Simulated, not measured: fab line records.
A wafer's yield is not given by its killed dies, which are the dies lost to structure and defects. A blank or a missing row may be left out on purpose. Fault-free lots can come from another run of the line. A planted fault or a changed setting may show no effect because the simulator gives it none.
fab line records    flow rit-cmos
record lots=5  wafers=23
route steps=202 shown ACTIVE@4 FOX2@23 NWELL@30 PWELL@41 WELLDRIVE@50 NRETRO@54 GATE@77 REOX@98
start-h: the number of hours between the record's first day and the start of the first shown wafer of the lot    wait-h: how many hours have passed since the lot's step before this one    " as in the row above    L1.1+2: one row covering several wafers at once    - value missing, or start not given    * or withheld: withheld    < > ~ a bound
route shown NAME@n: a module of which the file shows steps, and the number in the route of the first    usual: average and standard deviation across the fault-free wafers    same: alike in all rows    chamber/n: place in a boat    sites: readings site by site    _std_site: standard deviation across them    _edge_site: mean of outer sites minus mean of inner sites    radius-mm: how far each site lies from the wafer's centre    mask NAME#n: copy n    behind: the most recent tool/chamber to have shaped the wafer    hold: why the lot was held/for how many hours/how that ended    device: the transistor (n, p or np) that didn't switch    end of line: at the end of the route, the tests of the same wafers    step lacking rows: just its recipe    killed: at the first sort, the dies lost to defects and structure; wafer yield is something else    map: shows each die of a wafer: x if killed, . if not, _ if none is there
set.NAME: setting as actually run; set.NAME@STEP: the setting as run at that earlier step    model.NAME: the simulator's own value behind a step, which no gauge read
lots with deliberately changed settings; one table per step, one row per wafer
## steps
# step RIT_ACTIVE_CVD_03
# recipe material=Si3N4  target-thk-nm=150  temp-c=810  precursor=SiH2Cl2/NH3  time-s=1500  pressure-mtorr=300  sih2cl2-flow-sccm=60  nh3-flow-sccm=150
lot.wafer  tool      chamber  start-h  wait-h  set.time-s  model.Si3N4_of_ACTIVE_CVD_03.thk-nm
L074.1     -         -        -        1.2     1328        132.8
L074.2     "         -        "        "       1328        132.7
L074.4     "         -        "        "       1328        133.6
L074.5     "         -        "        "       1328        132.1
L074.6     "         -        "        "       1328        132.6
L075.1     lpcvd-02  0        18.32    0.1     1500        150.3
L075.2     "         0        "        "       1500        149.7
L075.5     "         0        "        "       1500        151.2
L077.1     -         -        -        0.1     1287        127.3
L077.2     "         -        "        "       1287        126.9
L077.3+4   "         -        "        "       1287        128.8
L077.6     "         -        "        "       1287        127.4
L084.1     -         -        -        0.1     1280        129.2
L084.2     "         -        "        "       1280        130.6
L084.4     "         -        "        "       1280        129.9
L084.5     "         -        "        "       1280        130.9
L084.6     "         -        "        "       1280        129.5
L085.1     -         -        -        0.1     1275        126.6
L085.2     "         -        "        "       1275        127.7
L085.4+6   "         -        "        "       1275        127.1
L085.5     "         -        "        "       1275        128.2
# step RIT_ACTIVE_THK_MEAS_04
# recipe reads=Si3N4_of_ACTIVE_CVD_03
# usual ACTIVE_NITRIDE_THK=150.1/1
lot.wafer  tool           chamber  start-h  wait-h  set.time-s@ACTIVE_CVD_03  ACTIVE_NITRIDE_THK[nm]
L074.1     film-metro-04  -        -        -       1328                      132.8
L074.2     "              -        "        "       1328                      132.8
L074.4     "              -        "        "       1328                      133.6
L074.5     "              -        "        "       1328                      132.1
L074.6     "              -        "        "       1328                      132.7
L075.1     film-metro-02  -        20.45    0.0     1500                      150.3
L075.2     "              -        "        "       1500                      149.8
L075.5     "              -        "        "       1500                      151.2
L077.1     film-metro-04  -        -        -       1287                      127.3
L077.2     "              -        "        "       1287                      126.9
L077.3     "              -        "        "       1287                      128.8
L077.4     "              -        "        "       1287                      128.8
L077.6     "              -        "        "       1287                      127.4
L084.1     film-metro-03  -        -        -       1280                      129.2
L084.2     "              -        "        "       1280                      130.6
L084.4     "              -        "        "       1280                      130.0
L084.5     "              -        "        "       1280                      130.8
L084.6     "              -        "        "       1280                      129.5
L085.1     film-metro-02  -        -        -       1275                      126.5
L085.2     "              -        "        "       1275                      127.7
L085.4     "              -        "        "       1275                      127.1
L085.5     "              -        "        "       1275                      128.2
L085.6     "              -        "        "       1275                      127.1
# step RIT_ACTIVE_HARDBAKE_12
# recipe resist=NOVOLAK  temp-c=140  time-s=60
lot.wafer       tool            chamber  start-h  wait-h  set.temp-c
L074.1+2+4+5+6  litho-track-04  0        15.91    0.1     140
L075.1+2+5      litho-track-03  0        21.79    0.1     140
L077.1+2+6      litho-track-04  0        31.34    0.2     138.5
L077.3+4        "               0        "        "       140
L084.1+2+5      litho-track-03  0        64.65    0.1     136.3
L084.4+6        "               0        "        "       140
L085.1+4+6      litho-track-02  0        69.56    0.1     140
L085.2+5        "               0        "        "       141.7
# step RIT_ACTIVE_ETCH_13
# recipe stop-on=SiO2  chemistry=SF6  target=Si3N4  time-s=210  over-etch-frac=0.4  SF6_flow_sccm=200  pressure-mtorr=260  rf-w=125  target-depth-a=2100
lot.wafer  tool         chamber  start-h  wait-h  set.time-s@ACTIVE_CVD_03  model.ACTIVE.feature-depth-nm  model.etch.depth-nm
L074.1     rie-diel-04  2        16.06    0.1     1328                      132.8                          132.8
L074.2     "            1        "        "       1328                      132.9                          132.7
L074.4     "            3        "        "       1328                      134.2                          133.6
L074.5     "            3        "        "       1328                      132.7                          132.1
L074.6     "            2        "        "       1328                      132.6                          132.6
L075.1     rie-diel-01  2        21.94    0.1     1500                      150.3                          150.3
L075.2     "            1        "        "       1500                      151.2                          149.7
L075.5     "            2        "        "       1500                      151.2                          151.2
L077.1     rie-diel-04  2        31.49    0.1     1287                      127.3                          127.3
L077.2     "            3        "        "       1287                      127.5                          126.9
L077.3     "            0        "        "       1287                      129.6                          128.8
L077.4     "            1        "        "       1287                      129.1                          128.8
L077.6     "            3        "        "       1287                      128                            127.4
L084.1     rie-diel-04  1        64.80    0.1     1280                      129.4                          129.2
L084.2     "            0        "        "       1280                      131.4                          130.6
L084.4     "            3        "        "       1280                      130.5                          129.9
L084.5     "            1        "        "       1280                      131.1                          130.9
L084.6     "            0        "        "       1280                      130.3                          129.5
L085.1     rie-diel-03  2        69.71    0.1     1275                      126.6                          126.6
L085.2     "            0        "        "       1275                      127.7                          127.7
L085.4     "            3        "        "       1275                      127.5                          127.1
L085.5     "            1        "        "       1275                      128.2                          128.2
L085.6     "            2        "        "       1275                      127.1                          127.1
# step RIT_FOX2_OXIDATION_00
# recipe temp-c=1100  ambient=H2O  target-thk-a=3507  p-h2o-torr=720  ox-time-s=1130
lot.wafer  tool        chamber  start-h  wait-h  set.ox-time-s  model.SiO2_of_FOX2_OXIDATION_00.thk-nm
L074.1     -           -        -        0.9     1179           357.9
L074.2     "           -        "        "       1179           360.8
L074.4     "           -        "        "       1179           350.6
L074.5     "           -        "        "       1179           362.1
L074.6     "           -        "        "       1179           359.6
L075.1     furnace-01  0        24.54    0.1     1130           346.5
L075.2     "           0        "        "       1130           343.5
L075.5     "           0        "        "       1130           344.8
L077.1     -           -        -        0.4     1285           376.3
L077.2     "           -        "        "       1285           377.3
L077.3+6   "           -        "        "       1285           374.6
L077.4     "           -        "        "       1285           377.5
L084.1     -           -        -        0.0     996.1          325.2
L084.2     "           -        "        "       996.1          322.6
L084.4     "           -        "        "       996.1          322
L084.5     "           -        "        "       996.1          328.8
L084.6     "           -        "        "       996.1          326.2
L085.1     -           -        -        0.0     1018           314.9
L085.2     "           -        "        "       1018           323.1
L085.4     "           -        "        "       1018           319.2
L085.5     "           -        "        "       1018           316.3
L085.6     "           -        "        "       1018           322.3
# step RIT_FOX2_THK_MEAS_01
# recipe reads=SiO2_of_FOX2_OXIDATION_00
# usual FOX2_OXIDE_THK=349/5.8
lot.wafer  tool           chamber  start-h  wait-h  set.ox-time-s@FOX2_OXIDATION_00  FOX2_OXIDE_THK[nm]
L074.1     film-metro-02  -        -        -       1179                             358
L074.2     "              -        "        "       1179                             361
L074.4     "              -        "        "       1179                             351
L074.5     "              -        "        "       1179                             362
L074.6     "              -        "        "       1179                             360
L075.1     film-metro-02  -        25.86    0.0     1130                             346
L075.2     "              -        "        "       1130                             343
L075.5     "              -        "        "       1130                             345
L077.1     film-metro-01  -        -        -       1285                             376
L077.2     "              -        "        "       1285                             377
L077.3     "              -        "        "       1285                             375
L077.4     "              -        "        "       1285                             378
L077.6     "              -        "        "       1285                             375
L084.1     film-metro-04  -        -        -       996.1                            325
L084.2     "              -        "        "       996.1                            323
L084.4     "              -        "        "       996.1                            322
L084.5     "              -        "        "       996.1                            328
L084.6     "              -        "        "       996.1                            326
L085.1     film-metro-04  -        -        -       1018                             315
L085.2     "              -        "        "       1018                             323
L085.4     "              -        "        "       1018                             319
L085.5     "              -        "        "       1018                             317
L085.6     "              -        "        "       1018                             322
# step RIT_FOX2_CLEAN_02
# recipe chemistry=dHF  dilution=50:1  time-s=180
# step RIT_FOX2_WET_ETCH_03
# recipe chemistry=H3PO4  target=Si3N4  target-depth-nm=195  temp-c=165  time-s=2700
# step RIT_FOX2_THK_MEAS_90
# recipe reads=SiO2_of_FOX2_OXIDATION_00
# usual FIELD_OXIDE_LEFT_1_THK=322/5.9
lot.wafer  tool           chamber  start-h  wait-h  set.ox-time-s@FOX2_OXIDATION_00  FIELD_OXIDE_LEFT_1_THK[nm]
L074.1     film-metro-02  -        21.95    0.0     1179                             331
L074.2     "              -        "        "       1179                             333
L074.4     "              -        "        "       1179                             323
L074.5     "              -        "        "       1179                             335
L074.6     "              -        "        "       1179                             332
L075.1     film-metro-02  -        26.80    0.0     1130                             319
L075.2     "              -        "        "       1130                             316
L075.5     "              -        "        "       1130                             317
L077.1     film-metro-04  -        36.52    0.0     1285                             350
L077.2     "              -        "        "       1285                             351
L077.3     "              -        "        "       1285                             348
L077.4     "              -        "        "       1285                             351
L077.6     "              -        "        "       1285                             348
L084.1     film-metro-04  -        69.30    0.0     996.1                            298
L084.2     "              -        "        "       996.1                            295
L084.4     "              -        "        "       996.1                            294
L084.5     "              -        "        "       996.1                            302
L084.6     "              -        "        "       996.1                            299
L085.1     film-metro-01  -        74.21    0.0     1018                             287
L085.2     "              -        "        "       1018                             296
L085.4     "              -        "        "       1018                             292
L085.5     "              -        "        "       1018                             289
L085.6     "              -        "        "       1018                             295
# step RIT_NWELL_SOFTBAKE_02
# recipe resist=NOVOLAK  temp-c=90  time-s=60
lot.wafer   tool            chamber  start-h  wait-h  set.temp-c
L074.1+4+6  litho-track-03  0        22.31    0.1     90
L074.2+5    "               0        "        "       87.32
L075.1+2+5  litho-track-01  0        27.30    0.1     90
L077.1+2    litho-track-02  0        36.88    0.1     90
L077.3+4+6  "               0        "        "       92.92
L084.1+2+6  litho-track-03  0        69.66    0.1     90
L084.4+5    "               0        "        "       91.33
L085.1+2+5  litho-track-03  0        74.57    0.1     87.21
L085.4+6    "               0        "        "       90
# step RIT_NWELL_EXPOSE_03
# recipe mask-id=M2  na=0.57  target-cd-nm=43900  dose-mj=250
# step RIT_NWELL_PEB_04
# recipe resist=NOVOLAK  temp-c=withheld  time-s=withheld
# step RIT_NWELL_DEVELOP_05
# recipe resist=NOVOLAK  develop-time-s=66.82  dev-temp-c=23
lot.wafer  tool            chamber  start-h  wait-h  set.temp-c@NWELL_SOFTBAKE_02  model.NOVOLAK_of_NWELL_COAT_01.thk-nm
L074.1     litho-track-01  0        -        -       90                            1302
L074.2     "               0        "        "       87.32                         1309
L074.4     "               0        "        "       90                            1298
L074.5     "               0        "        "       87.32                         1311
L074.6     "               0        "        "       90                            1303
L075.1     litho-track-03  0        -        -       90                            1299
L075.2     "               0        "        "       90                            1304
L075.5     "               0        "        "       90                            1302
L077.1     litho-track-03  0        -        -       90                            1303
L077.2     "               0        "        "       90                            1300
L077.3+6   "               0        "        "       92.92                         1291
L077.4     "               0        "        "       92.92                         1290
L084.1     litho-track-03  0        -        -       90                            1310
L084.2     "               0        "        "       90                            1309
L084.4     "               0        "        "       91.33                         1303
L084.5     "               0        "        "       91.33                         1305
L084.6     "               0        "        "       90                            1308
L085.1+5   litho-track-03  0        -        -       87.21                         1312
L085.2     "               0        "        "       87.21                         1313
L085.4+6   "               0        "        "       90                            1299
# step RIT_NWELL_IMPLANT_08
# recipe species=P  energy-kev=170  dose-cm2=5e+13  tilt-deg=7
lot.wafer       tool          chamber  start-h  wait-h  set.dose-cm2
L074.1+2        implanter-01  0        23.18    0.2     5.151e+13
L074.4+5+6      "             0        "        "       5e+13
L075.1+2+5      implanter-01  0        28.17    0.2     5e+13
L077.1+2+3      implanter-01  0        37.87    0.2     5e+13
L077.4+6        "             0        "        "       4.654e+13
L084.1+2+4+5+6  implanter-02  0        70.52    0.2     5e+13
L085.1+2+4+5+6  implanter-01  0        75.43    0.2     5e+13
# step RIT_NWELL_STRIP_09
# recipe chemistry=O2  time-s=180  resist=NOVOLAK  platen-temp-c=withheld  power-w=500  pressure-mtorr=4000  o2-flow-sccm=4000
# step RIT_NWELL_TW_MEAS_10
# usual NWELL_TW=2154/9.6
lot.wafer  tool           chamber  start-h  wait-h  set.dose-cm2@NWELL_IMPLANT_08  NWELL_TW
L074.1     film-metro-01  -        23.51    0.1     5.151e+13                      2196
L074.2     "              -        "        "       5.151e+13                      2185
L074.4     "              -        "        "       5e+13                          2166
L074.5     "              -        "        "       5e+13                          2158
L074.6     "              -        "        "       5e+13                          2163
L075.1     film-metro-01  -        28.49    0.1     5e+13                          2156
L075.2     "              -        "        "       5e+13                          2151
L075.5     "              -        "        "       5e+13                          2148
L077.1     film-metro-02  -        38.20    0.1     5e+13                          2138
L077.2     "              -        "        "       5e+13                          2143
L077.3     "              -        "        "       5e+13                          2138
L077.4     "              -        "        "       4.654e+13                      2089
L077.6     "              -        "        "       4.654e+13                      2097
L084.1     film-metro-01  -        70.85    0.1     5e+13                          2152
L084.2     "              -        "        "       5e+13                          2160
L084.4     "              -        "        "       5e+13                          2153
L084.5     "              -        "        "       5e+13                          2164
L084.6     "              -        "        "       5e+13                          2156
L085.1     film-metro-01  -        75.76    0.1     5e+13                          2155
L085.2     "              -        "        "       5e+13                          2164
L085.4     "              -        "        "       5e+13                          2156
L085.5     "              -        "        "       5e+13                          2168
L085.6     "              -        "        "       5e+13                          2159
# step RIT_PWELL_SOFTBAKE_02
# recipe resist=NOVOLAK  temp-c=90  time-s=60
lot.wafer       tool            chamber  start-h  wait-h  set.temp-c
L074.1+2+4+5+6  litho-track-03  0        23.87    0.1     90
L075.1+2+5      litho-track-01  0        28.85    0.1     90
L077.1+6        litho-track-04  0        38.56    0.1     90
L077.2+3+4      "               0        "        "       93.67
L084.1+2+4+5+6  litho-track-03  0        71.21    0.1     90
L085.1+4+5      litho-track-03  0        76.14    0.1     87.02
L085.2+6        "               0        "        "       90
# step RIT_PWELL_EXPOSE_03
# recipe mask-id=M3  na=0.57  target-cd-nm=43700  dose-mj=250
# step RIT_PWELL_PEB_04
# recipe resist=NOVOLAK  temp-c=withheld  time-s=withheld
# step RIT_PWELL_DEVELOP_05
# recipe resist=NOVOLAK  develop-time-s=68  dev-temp-c=23
lot.wafer  tool            chamber  start-h  wait-h  set.temp-c@PWELL_SOFTBAKE_02  model.NOVOLAK_of_PWELL_COAT_01.thk-nm
L074.1     litho-track-01  0        -        -       90                            1302
L074.2     "               0        "        "       90                            1303
L074.4+6   "               0        "        "       90                            1304
L074.5     "               0        "        "       90                            1297
L075.1     litho-track-03  0        -        -       90                            1306
L075.2     "               0        "        "       90                            1305
L075.5     "               0        "        "       90                            1309
L077.1     litho-track-01  0        -        -       90                            1305
L077.2+3   "               0        "        "       93.67                         1293
L077.4     "               0        "        "       93.67                         1291
L077.6     "               0        "        "       90                            1307
L084.1+6   litho-track-01  0        -        -       90                            1308
L084.2     "               0        "        "       90                            1305
L084.4     "               0        "        "       90                            1301
L084.5     "               0        "        "       90                            1304
L085.1+5   litho-track-04  0        -        -       87.02                         1316
L085.2     "               0        "        "       90                            1301
L085.4     "               0        "        "       87.02                         1313
L085.6     "               0        "        "       90                            1302
# step RIT_PWELL_HARDBAKE_07
# recipe resist=NOVOLAK  temp-c=140  time-s=120
# step RIT_WELLDRIVE_ANNEAL_00
# recipe temp-c=1100  time-s=14700  ambient=N2
# step RIT_WELLDRIVE_RS_MEAS_01
# recipe thk-meas-gauge=four-point-probe
# usual NWELL_RS=275.5/0.66
lot.wafer  tool           chamber  start-h  wait-h  set.dose-cm2@NWELL_IMPLANT_08  NWELL_RS[ohm/sq]
L074.1     film-metro-02  -        30.20    0.0     5.151e+13                      270.4
L074.2     "              -        "        "       5.151e+13                      270.8
L074.4     "              -        "        "       5e+13                          275.5
L074.5     "              -        "        "       5e+13                          275.8
L074.6     "              -        "        "       5e+13                          275.0
L075.1     film-metro-02  -        35.84    0.0     5e+13                          275.7
L075.2     "              -        "        "       5e+13                          275.4
L075.5     "              -        "        "       5e+13                          276.1
L077.1     film-metro-01  -        45.02    0.0     5e+13                          275.4
L077.2     "              -        "        "       5e+13                          276.0
L077.3     "              -        "        "       5e+13                          275.2
L077.4     "              -        "        "       4.654e+13                      288.1
L077.6     "              -        "        "       4.654e+13                      287.4
L084.1     film-metro-01  -        77.76    0.0     5e+13                          277.1
L084.2     "              -        "        "       5e+13                          275.3
L084.4     "              -        "        "       5e+13                          275.3
L084.5     "              -        "        "       5e+13                          274.7
L084.6     "              -        "        "       5e+13                          275.8
L085.1     film-metro-01  -        82.48    0.0     5e+13                          276.4
L085.2     "              -        "        "       5e+13                          276.5
L085.4     "              -        "        "       5e+13                          275.8
L085.5     "              -        "        "       5e+13                          275.3
L085.6     "              -        "        "       5e+13                          276.1
# step RIT_NRETRO_COAT_01
# recipe resist=NOVOLAK  spin-rpm=2000  resist-thk-nm=1300
lot.wafer  tool            chamber  start-h  wait-h  set.resist-thk-nm  model.NOVOLAK_of_NRETRO_COAT_01.thk-nm
L074.1     litho-track-04  0        30.59    0.1     1224               1226
L074.2+6   "               0        "        "       1300               1307
L074.4     "               0        "        "       1224               1233
L074.5     "               0        "        "       1224               1229
L075.1     litho-track-01  0        36.23    0.1     1300               1303
L075.2     "               0        "        "       1300               1298
L075.5     "               0        "        "       1300               1305
L077.1     litho-track-04  0        45.41    0.1     1225               1222
L077.2     "               0        "        "       1300               1298
L077.3     "               0        "        "       1225               1220
L077.4     "               0        "        "       1225               1221
L077.6     "               0        "        "       1300               1297
L084.1     litho-track-01  0        78.15    0.1     1300               1305
L084.2     "               0        "        "       1300               1303
L084.4     "               0        "        "       1300               1308
L084.5+6   "               0        "        "       1300               1301
L085.1     litho-track-01  0        82.87    0.1     1366               1371
L085.2     "               0        "        "       1366               1366
L085.4     "               0        "        "       1366               1364
L085.5     "               0        "        "       1300               1300
L085.6     "               0        "        "       1300               1302
# step RIT_GATE_CLEAN_02
# recipe chemistry=dHF  dilution=50:1  time-s=30
lot.wafer       tool          chamber  start-h  wait-h  set.time-s
L074.1+2+4+5+6  -             -        -        0.0     26.5
L075.1+2+5      wet-bench-03  0        39.67    0.0     30
L077.1+2+3+4+6  -             -        -        0.0     33.55
L084.1+2+4+5+6  -             -        -        0.0     30
L085.1+2+4+5+6  -             -        -        0.0     25.54
# step RIT_GATE_CLEAN_03
# recipe chemistry=SC2  mix=3:3:50  time-s=600  temp-c=75  dry=n2-spin
# step RIT_GATE_CLEAN_04
# recipe chemistry=dHF  dilution=50:1  time-s=60  dry=n2-spin
# step RIT_FOX2_THK_MEAS_91
# recipe reads=SiO2_of_FOX2_OXIDATION_00
# usual FIELD_OXIDE_LEFT_2_THK=254/5.8
lot.wafer  tool           chamber  start-h  wait-h  set.ox-time-s@FOX2_OXIDATION_00  FIELD_OXIDE_LEFT_2_THK[nm]
L074.1     film-metro-04  -        34.54    0.0     1179                             263
L074.2     "              -        "        "       1179                             266
L074.4     "              -        "        "       1179                             256
L074.5     "              -        "        "       1179                             268
L074.6     "              -        "        "       1179                             265
L075.1     film-metro-02  -        39.89    0.0     1130                             252
L075.2     "              -        "        "       1130                             249
L075.5     "              -        "        "       1130                             250
L077.1     film-metro-04  -        49.05    0.0     1285                             285
L077.2     "              -        "        "       1285                             286
L077.3     "              -        "        "       1285                             283
L077.4     "              -        "        "       1285                             287
L077.6     "              -        "        "       1285                             284
L084.1     film-metro-02  -        81.67    0.0     996.1                            234
L084.2     "              -        "        "       996.1                            231
L084.4     "              -        "        "       996.1                            231
L084.5     "              -        "        "       996.1                            238
L084.6     "              -        "        "       996.1                            235
L085.1     film-metro-02  -        86.50    0.0     1018                             220
L085.2     "              -        "        "       1018                             229
L085.4     "              -        "        "       1018                             225
L085.5     "              -        "        "       1018                             222
L085.6     "              -        "        "       1018                             227
# step RIT_GATE_CVD_08
# recipe material=poly-Si  target-thk-nm=250  temp-c=610  precursor=SiH4  time-s=2220  pressure-mtorr=300  sih4-flow-sccm=100
lot.wafer       tool      chamber  start-h  wait-h  set.sih4-flow-sccm
L074.1+2+4+5+6  -         -        -        0.1     109.8
L075.1+2+5      lpcvd-01  1        41.33    0.1     100
L077.1+2+3+4+6  -         -        -        0.1     88.08
L084.1+2+4+5+6  -         -        -        0.1     100
L085.1+2+4+5+6  -         -        -        0.1     90.1
# step RIT_GATE_DEVELOP_15
# recipe resist=NOVOLAK  develop-time-s=50  dev-temp-c=23
lot.wafer       tool            chamber  start-h  wait-h  set.develop-time-s
L074.1+2+4+5+6  litho-track-03  0        -        -       50
L075.1+2+5      litho-track-02  0        -        -       50
L077.1+3        litho-track-01  0        -        -       55.69
L077.2+4+6      "               0        "        "       50
L084.1+2+4+5+6  litho-track-02  0        -        -       50
L085.1+6        litho-track-01  0        -        -       57.21
L085.2+4+5      "               0        "        "       50
# step RIT_GATE_HARDBAKE_18
# recipe resist=NOVOLAK  temp-c=140  time-s=60
# step RIT_GATE_ETCH_19
# recipe chemistry=SF6/CHF3/O2  time-s=165  SF6_flow_sccm=30  CHF3_flow_sccm=30  O2_flow_sccm=5  target=poly-Si  pressure-mtorr=40  rf-w=160  target-depth-a=3125  over-etch-frac=0.25  stop-on=SiO2
# usual oes-product-au=0.848/0.012
lot.wafer  tool       chamber  start-h  wait-h  set.sih4-flow-sccm@GATE_CVD_08  oes-product-au
L074.1     rie-si-01  0        40.72    0.1     109.8                           0.912
L074.2     "          2        "        "       109.8                           0.909
L074.4     "          3        "        "       109.8                           0.879
L074.5     "          1        "        "       109.8                           0.903
L074.6     "          0        "        "       109.8                           0.915
L075.1     rie-si-02  3        44.47    0.1     100                             0.855
L075.2     "          0        "        "       100                             0.845
L075.5     "          1        "        "       100                             0.837
L077.1     rie-si-02  0        55.89    0.1     88.08                           0.782
L077.2     "          1        "        "       88.08                           0.784
L077.3     "          2        "        "       88.08                           0.795
L077.4     "          3        "        "       88.08                           0.792
L077.6     "          3        "        "       88.08                           0.786
L084.1     rie-si-01  2        87.12    0.1     100                             0.853
L084.2     "          3        "        "       100                             0.832
L084.4     "          0        "        "       100                             0.852
L084.5     "          0        "        "       100                             0.860
L084.6     "          3        "        "       100                             0.827
L085.1     rie-si-02  1        91.40    0.1     90.1                            0.785
L085.2     "          3        "        "       90.1                            0.785
L085.4     "          2        "        "       90.1                            0.798
L085.5     "          1        "        "       90.1                            0.778
L085.6     "          2        "        "       90.1                            0.795
# step RIT_GATE_STRIP_20
# recipe chemistry=O2  time-s=180  resist=NOVOLAK  platen-temp-c=withheld  power-w=500  pressure-mtorr=4000  o2-flow-sccm=4000
# step RIT_REOX_CLEAN_00
# recipe chemistry=SC1  mix=3:3:50  time-s=600  temp-c=74.12
lot.wafer   tool          chamber  start-h  wait-h  set.sih4-flow-sccm@GATE_CVD_08  model.poly-Si_of_GATE_CVD_08.thk-nm
L074.1      wet-bench-02  2        41.12    0.1     109.8                           269.8
L074.2      "             2        "        "       109.8                           272.9
L074.4      "             2        "        "       109.8                           270.2
L074.5      "             2        "        "       109.8                           272.3
L074.6      "             2        "        "       109.8                           272.1
L075.1      wet-bench-01  2        44.87    0.1     100                             245.2
L075.2      "             2        "        "       100                             244.3
L075.5      "             2        "        "       100                             249.2
L077.1      wet-bench-03  0        56.29    0.1     88.08                           218.7
L077.2      "             0        "        "       88.08                           220.2
L077.3      "             0        "        "       88.08                           221
L077.4      "             0        "        "       88.08                           219.8
L077.6      "             0        "        "       88.08                           219.7
L084.1      wet-bench-02  3        87.52    0.1     100                             245.7
L084.2      "             3        "        "       100                             246.6
L084.4      "             3        "        "       100                             246.9
L084.5+6    "             3        "        "       100                             246.3
L085.1+2+5  wet-bench-02  3        91.80    0.1     90.1                            220.3
L085.4      "             3        "        "       90.1                            222.9
L085.6      "             3        "        "       90.1                            219.9
## key
split step=RIT_ACTIVE_CVD_03  setting=time-s  stated=1500  by=lot
response step=RIT_ACTIVE_CVD_03  reading=model.Si3N4_of_ACTIVE_CVD_03.thk-nm  change=+1.5  per=1%  r=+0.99
response step=RIT_ACTIVE_THK_MEAS_04  reading=ACTIVE_NITRIDE_THK  change=+1.5  per=1%  r=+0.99
response step=RIT_ACTIVE_ETCH_13  reading=model.ACTIVE.feature-depth-nm  change=+1.51  per=1%  r=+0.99
response step=RIT_ACTIVE_ETCH_13  reading=model.etch.depth-nm  change=+1.5  per=1%  r=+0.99
split step=RIT_ACTIVE_HARDBAKE_12  setting=temp-c  stated=140  by=wafer
response none clear
split step=RIT_FOX2_OXIDATION_00  setting=ox-time-s  stated=1130  by=lot
response step=RIT_FOX2_OXIDATION_00  reading=model.SiO2_of_FOX2_OXIDATION_00.thk-nm  change=+2.2  per=1%  r=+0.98
response step=RIT_FOX2_THK_MEAS_01  reading=FOX2_OXIDE_THK  change=+2.21  per=1%  r=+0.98
response step=RIT_FOX2_THK_MEAS_90  reading=FIELD_OXIDE_LEFT_1_THK  change=+2.24  per=1%  r=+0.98
response step=RIT_FOX2_THK_MEAS_91  reading=FIELD_OXIDE_LEFT_2_THK  change=+2.24  per=1%  r=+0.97
split step=RIT_NWELL_SOFTBAKE_02  setting=temp-c  stated=90  by=wafer
response step=RIT_NWELL_DEVELOP_05  reading=model.NOVOLAK_of_NWELL_COAT_01.thk-nm  change=-3.5  per=1%  r=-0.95
split step=RIT_NWELL_IMPLANT_08  setting=dose-cm2  stated=5e+13  by=wafer
response step=RIT_NWELL_TW_MEAS_10  reading=NWELL_TW  change=+7.15  per=1%  r=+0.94
response step=RIT_WELLDRIVE_RS_MEAS_01  reading=NWELL_RS  change=-1.73  per=1%  r=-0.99
split step=RIT_PWELL_SOFTBAKE_02  setting=temp-c  stated=90  by=wafer
response step=RIT_PWELL_DEVELOP_05  reading=model.NOVOLAK_of_PWELL_COAT_01.thk-nm  change=-3.64  per=1%  r=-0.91
split step=RIT_NRETRO_COAT_01  setting=resist-thk-nm  stated=1300  by=wafer
response step=RIT_NRETRO_COAT_01  reading=model.NOVOLAK_of_NRETRO_COAT_01.thk-nm  change=+13.2  per=1%  r=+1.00
split step=RIT_GATE_CLEAN_02  setting=time-s  stated=30  by=lot
response none clear
split step=RIT_GATE_CVD_08  setting=sih4-flow-sccm  stated=100  by=lot
response step=RIT_GATE_ETCH_19  reading=oes-product-au  change=+0.0055  per=1%  r=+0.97
response step=RIT_REOX_CLEAN_00  reading=model.poly-Si_of_GATE_CVD_08.thk-nm  change=+2.44  per=1%  r=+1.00
split step=RIT_GATE_DEVELOP_15  setting=develop-time-s  stated=50  by=wafer
response none clear
